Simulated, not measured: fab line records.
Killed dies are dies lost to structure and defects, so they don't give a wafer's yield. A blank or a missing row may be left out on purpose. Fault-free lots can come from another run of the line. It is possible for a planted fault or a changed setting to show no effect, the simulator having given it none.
fab line records    flow berkeley_cmos170    part 1 of 2: steps 1 to 31 of 41
[record] lots = 5  wafers = 15  last_day = 12
route steps=331 shown M2@273 V2@292 M3@309
lots that met no fault: taken from a fault-free run of the same line
start_h: start of the lot's first displayed wafer, in hours after the record's first day    wait_h: hours elapsed since this lot's preceding step    " same as the row above    L1.1+2: a single row standing in for several wafers    - no value present, or no start provided    * or withheld: withheld    < > ~ a bound
route shown NAME@n: NAME is a module with steps in the file, n the number in the route of the first one    usual: mean and standard deviation over wafers with no fault    same: alike in all rows    chamber/n: place in a boat    sites: each site's reading    _std_site: how widely they spread, as a standard deviation    _edge_site: inner sites' mean taken away from outer sites' mean    radius_mm: how far each site lies from the wafer's centre    mask NAME#n: copy n    behind: the last tool/chamber to shape the wafer    hold: why the lot went on hold/how many hours it stayed there/how the hold came to an end    device: names the non-switching transistor (n, p or np)    end of line: the tests these same wafers got at the end of their route    where a step has no rows: the recipe by itself    killed: count of dies lost to structure and defects at first sort (not the wafer's yield)    map: a wafer's dies, x killed, . not, _ none there
set.NAME: the setting the step ran with; set.NAME@STEP: the setting that earlier step ran with    model.NAME: the simulator's own value behind a step, which no gauge read
lots at selected steps of the route; one table per step, one row per wafer
services: when a tool's chamber went out of use (start_h, in hours from the record's first day, below 0 if earlier), for how many hours, and the reason
[[steps]]
[step UCB170_M2_RS_MEAS_02]
[recipe] thk_meas_gauge = four-point-probe  reads = Al_of_M2_SPUTTER_01
[usual] M2_AL_RS = 0.0321/0.00032
lot.wafer  tool           chamber  start_h  wait_h  M2_AL_RS[ohm/sq]
L076.2     film_metro-03  -        174.65   0.1     0.0318
L076.3     "              -        "        "       0.0320
L076.4     "              -        "        "       0.0317
L083.2     film_metro-03  -        215.54   0.1     0.0323
L083.4     "              -        "        "       0.0322
L083.5     "              -        "        "       0.0322
L087.1     film_metro-03  -        236.52   0.0     0.0328
L087.4     "              -        "        "       0.0329
L087.5     "              -        "        "       0.0329
L094.1     film_metro-04  -        277.52   0.0     0.0318
L094.2     "              -        "        "       0.0321
L094.6     "              -        "        "       0.0320
L093.3     film_metro-02  -        281.33   0.1     0.0324
L093.4     "              -        "        "       0.0321
L093.5     "              -        "        "       0.0325
[step UCB170_M2_THK_MEAS_03]
[recipe] thk_meas_gauge = xrf  reads = Al_of_M2_SPUTTER_01
[usual] M2_AL_THK = 876/9.3
lot.wafer  tool           chamber  start_h  wait_h  M2_AL_THK[nm]
L076.2     film_metro-03  -        174.76   0.1     887
L076.3     "              -        "        "       881
L076.4     "              -        "        "       892
L083.2     film_metro-03  -        215.65   0.1     870
L083.4     "              -        "        "       872
L083.5     "              -        "        "       878
L087.1     film_metro-03  -        236.64   0.1     852
L087.4     "              -        "        "       857
L087.5     "              -        "        "       854
L094.1     film_metro-04  -        277.64   0.1     873
L094.2     "              -        "        "       873
L094.6     "              -        "        "       874
L093.3     film_metro-02  -        281.43   0.1     867
L093.4     "              -        "        "       874
L093.5     "              -        "        "       864
[step UCB170_M2_HMDS_04]
[recipe] prime_time_s = 60  prime_temp_c = 100
lot.wafer   tool            chamber  start_h  wait_h
L076.2+3+4  litho_track-03  0        174.84   0.1
L083.2+4+5  litho_track-01  0        215.73   0.1
L087.1+4+5  litho_track-04  0        236.70   0.1
L094.1+2+6  litho_track-01  0        277.70   0.1
L093.3+4+5  litho_track-04  0        281.87   0.4
[step UCB170_M2_COAT_05]
[recipe] resist = KrF  spin_rpm = 1500  resist_thk_nm = 900
lot.wafer   tool            chamber  start_h  wait_h
L076.2+3+4  litho_track-03  0        174.99   0.1
L083.2+4+5  litho_track-01  0        215.88   0.1
L087.1+4+5  litho_track-04  0        236.85   0.1
L094.1+2+6  litho_track-01  0        277.85   0.1
L093.3+4+5  litho_track-04  0        282.02   0.1
[step UCB170_M2_SOFTBAKE_06]
[recipe] resist = KrF  temp_c = 130  time_s = 60
lot.wafer   tool            chamber  start_h  wait_h
L076.2+3+4  litho_track-03  0        175.14   0.1
L083.2+4+5  litho_track-01  0        216.03   0.1
L087.1+4+5  litho_track-04  0        237.00   0.1
L094.1+2+6  litho_track-01  0        278.00   0.1
L093.3+4+5  litho_track-04  0        282.17   0.1
[step UCB170_M2_STRIP_07]
[recipe] chemistry = O2  power_w = 400  pressure_mtorr = 3500  platen_temp_c = withheld  o2_flow_sccm = 400  overash_fraction = 0.5
[usual] drypump_motor_current_A = 6.07/0.18  oes_product_au = 0.734/0.0045  strip_time_to_endpoint_s = 21.96/0.063
lot.wafer  tool             chamber  start_h  wait_h  drypump_motor_current_A  oes_product_au  rf_hours_counter_h  strip_time_to_endpoint_s
L076.2     plasma_asher-03  0        175.26   0.1     5.96                     0.738           42                  21.93
L076.3     "                0        "        "       5.95                     0.729           -                   21.91
L076.4     "                1        "        "       5.97                     0.738           -                   21.91
L083.2     plasma_asher-01  0        216.15   0.1     5.92                     0.741           10                  21.94
L083.4     "                0        "        "       5.93                     0.737           -                   21.90
L083.5     "                0        "        "       5.92                     0.739           -                   21.96
L087.1     plasma_asher-02  0        237.15   0.1     6.43                     0.730           50                  21.98
L087.4     "                1        "        "       5.88                     0.736           -                   21.95
L087.5     "                1        "        "       5.88                     0.728           -                   22.03
L094.1     plasma_asher-01  0        278.15   0.1     5.96                     0.734           17                  21.95
L094.2     "                1        "        "       6.27                     0.737           17                  21.97
L094.6     "                1        "        "       6.25                     0.729           -                   21.98
L093.3     plasma_asher-03  0        282.31   0.1     5.98                     0.729           -                   22.01
L093.4     "                1        "        "       5.97                     0.737           -                   21.99
L093.5     "                0        "        "       5.97                     0.739           -                   21.98
[step UCB170_M2_STRIP_08]
[recipe] chemistry = DMSO  temp_c = 80  time_s = 600  material = KrF
lot.wafer   tool          chamber  start_h  wait_h
L076.2+3+4  wet_bench-02  2        175.36   0.1
L083.2+4+5  wet_bench-02  3        216.25   0.1
L087.1+4+5  wet_bench-01  3        237.82   0.6
L094.1+2+6  wet_bench-03  2        278.25   0.1
L093.3+4+5  wet_bench-01  1        282.37   0.0
[step UCB170_M2_COAT_09]
[recipe] resist = BARC  temp_c = withheld  time_s = withheld  spin_rpm = 3000  resist_thk_nm = withheld
lot.wafer   tool            chamber  start_h  wait_h
L076.2+3+4  litho_track-04  0        175.56   0.0
L083.2+4+5  litho_track-01  0        216.45   0.0
L087.1+4+5  litho_track-04  0        238.17   0.0
L094.1+2+6  litho_track-01  0        278.46   0.0
L093.3+4+5  litho_track-04  0        283.50   0.7
[step UCB170_M2_COAT_10]
[recipe] resist = KrF  spin_rpm = 1500  resist_thk_nm = 900
lot.wafer   tool            chamber  start_h  wait_h
L076.2+3+4  litho_track-04  0        -        -
L083.2+4+5  litho_track-01  0        -        -
L087.1+4+5  litho_track-04  0        -        -
L094.1+2+6  litho_track-01  0        -        -
L093.3+4+5  litho_track-04  0        -        -
[step UCB170_M2_SOFTBAKE_11]
[recipe] resist = KrF  temp_c = 130  time_s = 60
lot.wafer   tool            chamber  start_h  wait_h
L076.2+3+4  litho_track-04  0        -        -
L083.2+4+5  litho_track-01  0        -        -
L087.1+4+5  litho_track-04  0        -        -
L094.1+2+6  litho_track-01  0        -        -
L093.3+4+5  litho_track-04  0        -        -
[step UCB170_M2_EXPOSE_12]
[recipe] mask_id = METAL2  target_cd_nm = 700  na = 0.5  sigma_outer = 0.6  source_shape = conventional  dose_mj = 26
[usual] exposure_dose_mJ_cm2 = 25.92/0.052
[same] sigma_outer = 0.6
lot.wafer  tool            chamber  start_h  wait_h  mask      exposure_dose_mJ_cm2
L076.2     krf_scanner-01  0        176.13   -       METAL2#0  25.89
L076.3     "               0        "        "       METAL2#0  25.88
L076.4     "               0        "        "       METAL2#0  25.88
L083.2     krf_scanner-01  0        217.02   -       METAL2#0  25.86
L083.4     "               0        "        "       METAL2#0  25.92
L083.5     "               0        "        "       METAL2#0  25.89
L087.1     krf_scanner-01  0        238.74   -       METAL2#0  25.86
L087.4     "               0        "        "       METAL2#0  25.88
L087.5     "               0        "        "       METAL2#0  25.89
L094.1     krf_scanner-01  0        279.07   -       METAL2#0  25.89
L094.2     "               0        "        "       METAL2#0  25.88
L094.6     "               0        "        "       METAL2#0  25.92
L093.3     krf_scanner-01  0        283.94   -       METAL2#0  25.90
L093.4     "               0        "        "       METAL2#0  25.84
L093.5     "               0        "        "       METAL2#0  25.92
[step UCB170_M2_PEB_13]
[recipe] peb_temp_c = 130  peb_time_s = withheld  resist = KrF
lot.wafer   tool            chamber  start_h  wait_h
L076.2+3+4  litho_track-04  0        176.26   0.1
L083.2+4+5  litho_track-01  0        217.14   0.1
L087.1+4+5  litho_track-01  0        238.86   0.1
L094.1+2+6  litho_track-01  0        279.19   0.1
L093.3+4+5  litho_track-04  0        284.22   0.3
[step UCB170_M2_DEVELOP_14]
[recipe] developer = TMAH  develop_time_s = 45  resist = KrF  dev_temp_c = 21
[same] develop_time_s = 45
lot.wafer   tool            chamber  start_h  wait_h
L076.2+3+4  litho_track-04  0        -        -
L083.2+4+5  litho_track-01  0        -        -
L087.1+4+5  litho_track-01  0        -        -
L094.1+2+6  litho_track-01  0        -        -
L093.3+4+5  litho_track-04  0        -        -
[step UCB170_M2_CD_MEAS_15]
[recipe] target_cd_nm = 700
[usual] cd_nm = 700.2/1.4
lot.wafer  tool       chamber  start_h  wait_h  cd_nm
L076.2     cd_sem-02  -        176.53   -       700.7
L076.3     "          -        "        "       701.2
L076.4     "          -        "        "       699.8
L083.2     cd_sem-02  -        217.41   -       698.9
L083.4     "          -        "        "       697.8
L083.5     "          -        "        "       700.8
L087.1     cd_sem-02  -        239.13   -       699.5
L087.4     "          -        "        "       699.1
L087.5     "          -        "        "       699.0
L094.1     cd_sem-02  -        279.46   -       699.3
L094.2     "          -        "        "       700.6
L094.6     "          -        "        "       698.8
L093.3     cd_sem-02  -        284.49   -       700.9
L093.4     "          -        "        "       699.9
L093.5     "          -        "        "       701.1
[step UCB170_M2_OVL_MEAS_16]
[usual] M2_OVL = 1/5.2
lot.wafer  tool        chamber  start_h  wait_h  M2_OVL[nm]
L076.2     overlay-02  -        176.63   0.1     -4
L076.3     "           -        "        "       5
L076.4     "           -        "        "       3
L083.2     overlay-01  -        217.52   0.1     -1
L083.4     "           -        "        "       1
L083.5     "           -        "        "       -3
L087.1     overlay-02  -        239.25   0.1     1
L087.4     "           -        "        "       -4
L087.5     "           -        "        "       -3
L094.1     overlay-02  -        279.58   0.1     -2
L094.2     "           -        "        "       -1
L094.6     "           -        "        "       0
L093.3     overlay-02  -        284.58   0.1     -1
L093.4     "           -        "        "       1
L093.5     "           -        "        "       -3
[step UCB170_M2_ETCH_17]
[recipe] chemistry = N2/H2  target_depth_a = withheld  overetch_a = withheld  target = BARC  time_s = withheld  source_w = 500  bias_w = 100  pressure_mtorr = 30  n2_flow_sccm = 100  h2_flow_sccm = 200
[usual] drypump_motor_current_A = 5.5/0.31  oes_product_au = 0.994/0.016  throttle_valve_pct = 13.31/0.13
lot.wafer  tool         chamber  start_h  wait_h  drypump_motor_current_A  oes_product_au  throttle_valve_pct
L076.2     rie_diel-03  2        176.66   0.0     5.7                      0.990           13.53
L076.3     "            3        "        "       5.0                      0.999           13.17
L076.4     "            1        "        "       5.4                      1.015           13.13
L083.2     rie_diel-02  3        217.57   0.0     6.0                      0.980           13.18
L083.4     "            0        "        "       5.4                      0.995           13.42
L083.5     "            3        "        "       6.0                      0.984           13.19
L087.1     rie_diel-03  1        239.29   0.0     5.4                      1.013           13.11
L087.4     "            3        "        "       5.0                      0.999           13.17
L087.5     "            3        "        "       5.0                      0.997           13.17
L094.1     rie_diel-03  1        279.62   0.0     5.5                      1.012           13.12
L094.2     "            3        "        "       5.0                      1.001           13.17
L094.6     "            0        "        "       5.6                      0.990           13.46
L093.3     rie_diel-03  2        284.60   0.0     5.7                      0.993           13.52
L093.4     "            1        "        "       5.5                      1.004           13.13
L093.5     "            0        "        "       5.7                      0.965           13.46
[step UCB170_M2_METAL_ETCH_18]
[recipe] chemistry = Cl2/BCl3  target = Al  stop_on = SiO2  pressure_mtorr = 12  target_depth_a = 11700  over_etch_frac = 0.3  time_s = 195  icp_w = 600  bias_w = 120  Cl2_flow_sccm = 90  bcl3_flow_sccm = 45
[usual] bcl3_flow_sccm = 44.97/0.15  drypump_motor_current_A = 5.8/0.32  oes_product_au = 0.850/0.014  throttle_valve_pct = 24.33/0.14
[same] over_etch_frac = 0.3
lot.wafer  tool          chamber  start_h  wait_h  bcl3_flow_sccm  drypump_motor_current_A  oes_product_au  rf_hours_counter_h  throttle_valve_pct
L076.2     rie_metal-01  1        176.70   -       44.99           5.6                      0.867           12                  24.18
L076.3     "             0        "        "       44.87           5.7                      0.858           -                   24.34
L076.4     "             1        "        "       44.92           5.6                      0.861           -                   24.17
L083.2     rie_metal-02  1        217.62   -       44.76           5.7                      0.825           11                  24.53
L083.4     "             1        "        "       44.69           5.6                      0.817           -                   24.52
L083.5     "             0        "        "       45.03           5.9                      0.858           -                   24.28
L087.1     rie_metal-04  0        239.33   -       44.89           6.6                      0.835           10                  24.34
L087.4     "             0        "        "       45.05           6.6                      0.839           -                   24.34
L087.5     "             0        "        "       44.84           6.5                      0.829           -                   24.34
L094.1     rie_metal-04  0        279.66   -       45.22           6.5                      0.845           11                  24.34
L094.2     "             1        "        "       45.10           5.8                      0.860           14                  24.49
L094.6     "             0        "        "       45.17           6.6                      0.849           -                   24.33
L093.3     rie_metal-02  0        284.71   -       44.61           5.9                      0.851           -                   24.29
L093.4     "             1        "        "       45.14           5.6                      0.837           -                   24.53
L093.5     "             1        "        "       45.05           5.6                      0.826           -                   24.53
[step UCB170_M2_STRIP_19]
[recipe] chemistry = O2  power_w = 400  pressure_mtorr = 3500  platen_temp_c = withheld  o2_flow_sccm = 400  overash_fraction = 0.5
[usual] drypump_motor_current_A = 6.05/0.16  oes_product_au = 0.537/0.01
lot.wafer  tool             chamber  start_h  wait_h  drypump_motor_current_A  oes_product_au  rf_hours_counter_h
L076.2     plasma_asher-01  1        176.89   0.1     6.22                     0.538           6
L076.3     "                0        "        "       5.93                     0.530           -
L076.4     "                1        "        "       6.24                     0.527           -
L083.2     plasma_asher-03  1        217.80   0.1     5.95                     0.547           47
L083.4     "                1        "        "       5.97                     0.537           -
L083.5     "                1        "        "       5.96                     0.541           -
L087.1     plasma_asher-01  1        239.52   0.1     6.23                     0.540           13
L087.4     "                1        "        "       6.24                     0.547           -
L087.5     "                1        "        "       6.25                     0.541           -
L094.1     plasma_asher-01  0        279.85   0.1     5.92                     0.530           17
L094.2     "                1        "        "       6.19                     0.531           17
L094.6     "                1        "        "       6.22                     0.528           -
L093.3     plasma_asher-01  0        284.87   0.1     5.98                     0.544           -
L093.4     "                1        "        "       6.21                     0.544           -
L093.5     "                0        "        "       5.95                     0.542           -
[step UCB170_M2_CD_MEAS_90]
[recipe] target_cd_nm = 700
[usual] cd_nm = 699.8/2.4
lot.wafer  tool       chamber  start_h  wait_h  cd_nm
L076.2     cd_sem-02  -        177.01   0.1     704.5
L076.3     "          -        "        "       703.4
L076.4     "          -        "        "       701.9
L083.2     cd_sem-02  -        217.92   0.1     698.2
L083.4     "          -        "        "       697.4
L083.5     "          -        "        "       697.5
L087.1     cd_sem-01  -        239.62   0.1     700.7
L087.4     "          -        "        "       699.0
L087.5     "          -        "        "       695.9
L094.1     cd_sem-02  -        279.95   0.1     702.4
L094.2     "          -        "        "       701.1
L094.6     "          -        "        "       701.0
L093.3     cd_sem-02  -        284.97   0.1     698.9
L093.4     "          -        "        "       699.6
L093.5     "          -        "        "       698.7
[step UCB170_V2_CVD_00]
[recipe] material = SiO2  target_thk_nm = 2000  temp_c = 390  precursor = TEOS/O2  time_s = 250  rf_w = 550  pressure_mtorr = 9000
[usual] heater_power_w = 245/54
lot.wafer  tool      chamber  start_h  wait_h  heater_power_w
L076.2     pecvd-01  2        177.11   0.1     246
L076.3     "         1        "        "       295
L076.4     "         0        "        "       262
L083.2     pecvd-03  1        218.02   0.1     174
L083.4     "         0        "        "       210
L083.5     "         2        "        "       164
L087.1     pecvd-01  2        239.74   0.1     306
L087.4     "         0        "        "       267
L087.5     "         1        "        "       204
L094.1     pecvd-02  1        280.07   0.1     168
L094.2     "         2        "        "       274
L094.6     "         1        "        "       224
L093.3     pecvd-03  1        285.05   0.1     172
L093.4     "         2        "        "       234
L093.5     "         0        "        "       293
[step UCB170_V2_THK_MEAS_01]
[recipe] reads = SiO2_of_V2_CVD_00
[usual] V2_TEOS_THK = 1987/24
lot.wafer  tool           chamber  start_h  wait_h  V2_TEOS_THK[nm]
L076.2     film_metro-04  -        177.28   0.1     1967
L076.3     "              -        "        "       1982
L076.4     "              -        "        "       2023
L083.2     film_metro-02  -        218.19   0.1     1993
L083.4     "              -        "        "       2035
L083.5     "              -        "        "       2016
L087.1     film_metro-02  -        239.89   0.1     1970
L087.4     "              -        "        "       1988
L087.5     "              -        "        "       2012
L094.1     film_metro-04  -        280.22   0.1     1968
L094.2     "              -        "        "       1977
L094.6     "              -        "        "       2020
L093.3     film_metro-04  -        285.23   0.1     1952
L093.4     "              -        "        "       2005
L093.5     "              -        "        "       1993
[step UCB170_V2_CMP_02]
[recipe] material = SiO2  down_force_psi = 6  platen_rpm = 60  pad_velocity_m_s = 0.75398
[usual] motor_current_A = 16.1/1.3
lot.wafer  tool    chamber  start_h  wait_h  motor_current_A
L076.3     cmp-01  2        177.38   0.1     16.6
L076.2     "       3        "        "       17.4
L076.4     "       0        "        "       16.5
L083.4     cmp-01  1        218.24   0.0     15.5
L083.2     "       2        "        "       16.6
L083.5     "       1        "        "       14.9
L087.4     cmp-02  2        239.95   0.0     14.4
L087.1     "       0        "        "       16.3
L087.5     "       3        "        "       17.5
L094.1     cmp-02  3        280.31   0.1     17.6
L094.2     "       2        "        "       15.9
L094.6     "       3        "        "       17.6
L093.4     cmp-01  0        285.27   0.0     16.1
L093.3     "       2        "        "       18.1
L093.5     "       0        "        "       15.9
[step UCB170_V2_BOW_MEAS_03]
[recipe] mode = bow
[usual] V2_BOW = 37/7.4
lot.wafer  tool           chamber  start_h  wait_h  V2_BOW[um]
L076.2     film_metro-04  -        177.65   0.2     33
L076.3     "              -        "        "       29
L076.4     "              -        "        "       35
L083.2     film_metro-01  -        218.56   0.2     31
L083.4     "              -        "        "       31
L083.5     "              -        "        "       39
L087.1     film_metro-02  -        240.25   0.1     35
L087.4     "              -        "        "       34
L087.5     "              -        "        "       50
L094.1     film_metro-01  -        280.61   0.2     27
L094.2     "              -        "        "       35
L094.6     "              -        "        "       30
L093.3     film_metro-01  -        285.61   0.2     36
L093.4     "              -        "        "       27
L093.5     "              -        "        "       27
[step UCB170_V2_THK_MEAS_04]
[recipe] reads = SiO2_of_V2_CVD_00
[usual] V2_POLISHED_THK = 1000.5/1.1
lot.wafer  tool           chamber  start_h  wait_h  V2_POLISHED_THK[nm]
L076.2     film_metro-04  -        177.76   0.1     998.5
L076.3     "              -        "        "       998.3
L076.4     "              -        "        "       1000.3
L083.2     film_metro-01  -        218.67   0.1     999.3
L083.4     "              -        "        "       1000.6
L083.5     "              -        "        "       1000.2
L087.1     film_metro-02  -        240.37   0.1     999.0
L087.4     "              -        "        "       1000.0
L087.5     "              -        "        "       1002.1
L094.1     film_metro-01  -        280.73   0.1     1001.3
L094.2     "              -        "        "       999.4
L094.6     "              -        "        "       1000.6
L093.3     film_metro-01  -        285.71   0.1     998.4
L093.4     "              -        "        "       1001.3
L093.5     "              -        "        "       998.9
[step UCB170_V2_CLEAN_05]
[recipe] chemistry = DIW
lot.wafer   tool          chamber  start_h  wait_h
L076.2+3+4  wet_bench-01  3        177.81   0.0
L083.2+4+5  wet_bench-04  3        218.72   0.0
L087.1+4+5  wet_bench-01  0        240.66   0.3
L094.1+2+6  wet_bench-04  2        280.79   0.1
L093.3+4+5  wet_bench-04  3        285.75   0.0
[step UCB170_V2_HMDS_06]
[recipe] prime_time_s = 60  prime_temp_c = 100
lot.wafer   tool            chamber  start_h  wait_h
L076.2+3+4  litho_track-03  0        178.40   0.4
L083.2+4+5  litho_track-03  0        218.92   0.0
L087.1+4+5  litho_track-04  0        241.01   0.0
L094.1+2+6  litho_track-03  0        281.22   0.3
L093.3+4+5  litho_track-02  0        286.10   0.2
[step UCB170_V2_COAT_07]
[recipe] resist = KrF  spin_rpm = 1500  resist_thk_nm = 900
lot.wafer   tool            chamber  start_h  wait_h
L076.2+3+4  litho_track-03  0        178.55   0.1
L083.2+4+5  litho_track-03  0        219.07   0.1
L087.1+4+5  litho_track-04  0        241.16   0.1
L094.1+2+6  litho_track-03  0        281.37   0.1
L093.3+4+5  litho_track-02  0        286.25   0.1
[step UCB170_V2_SOFTBAKE_08]
[recipe] resist = KrF  temp_c = 130  time_s = 60
lot.wafer   tool            chamber  start_h  wait_h
L076.2+3+4  litho_track-03  0        178.70   0.1
L083.2+4+5  litho_track-03  0        219.22   0.1
L087.1+4+5  litho_track-04  0        241.31   0.1
L094.1+2+6  litho_track-03  0        281.52   0.1
L093.3+4+5  litho_track-02  0        286.40   0.1
[step UCB170_V2_EXPOSE_09]
[recipe] mask_id = VIA2  target_cd_nm = 700  na = 0.5  sigma_outer = 0.6  source_shape = conventional  dose_mj = 37
[usual] exposure_dose_mJ_cm2 = 36.92/0.057
[same] sigma_outer = 0.6
lot.wafer  tool            chamber  start_h  wait_h  mask    exposure_dose_mJ_cm2
L076.2     krf_scanner-02  0        178.84   0.1     VIA2#0  36.93
L076.3     "               0        "        "       VIA2#0  36.96
L076.4     "               0        "        "       VIA2#0  36.91
L083.2     krf_scanner-01  0        219.36   0.1     VIA2#0  36.88
L083.4     "               0        "        "       VIA2#0  36.80
L083.5     "               0        "        "       VIA2#0  36.86
L087.1     krf_scanner-02  0        241.46   0.1     VIA2#0  36.92
L087.4     "               0        "        "       VIA2#0  36.92
L087.5     "               0        "        "       VIA2#0  36.93
L094.1     krf_scanner-01  0        281.80   0.2     VIA2#0  36.85
L094.2     "               0        "        "       VIA2#0  36.81
L094.6     "               0        "        "       VIA2#0  36.86
L093.3     krf_scanner-02  0        286.67   0.2     VIA2#0  37.00
L093.4     "               0        "        "       VIA2#0  37.04
L093.5     "               0        "        "       VIA2#0  37.01
[step UCB170_V2_PEB_10]
[recipe] peb_temp_c = 130  peb_time_s = withheld  resist = KrF
lot.wafer   tool            chamber  start_h  wait_h
L076.2+3+4  litho_track-03  0        179.12   0.3
L083.2+4+5  litho_track-03  0        219.64   0.3
L087.1+4+5  litho_track-02  0        241.81   0.3
L094.1+2+6  litho_track-04  0        282.72   0.9
L093.3+4+5  litho_track-04  0        287.44   0.8
[step UCB170_V2_DEVELOP_11]
[recipe] developer = TMAH  develop_time_s = 45  resist = KrF  dev_temp_c = 21
[same] develop_time_s = 45
lot.wafer   tool            chamber  start_h  wait_h
L076.2+3+4  litho_track-03  0        -        -
L083.2+4+5  litho_track-03  0        -        -
L087.1+4+5  litho_track-02  0        -        -
L094.1+2+6  litho_track-04  0        -        -
L093.3+4+5  litho_track-04  0        -        -
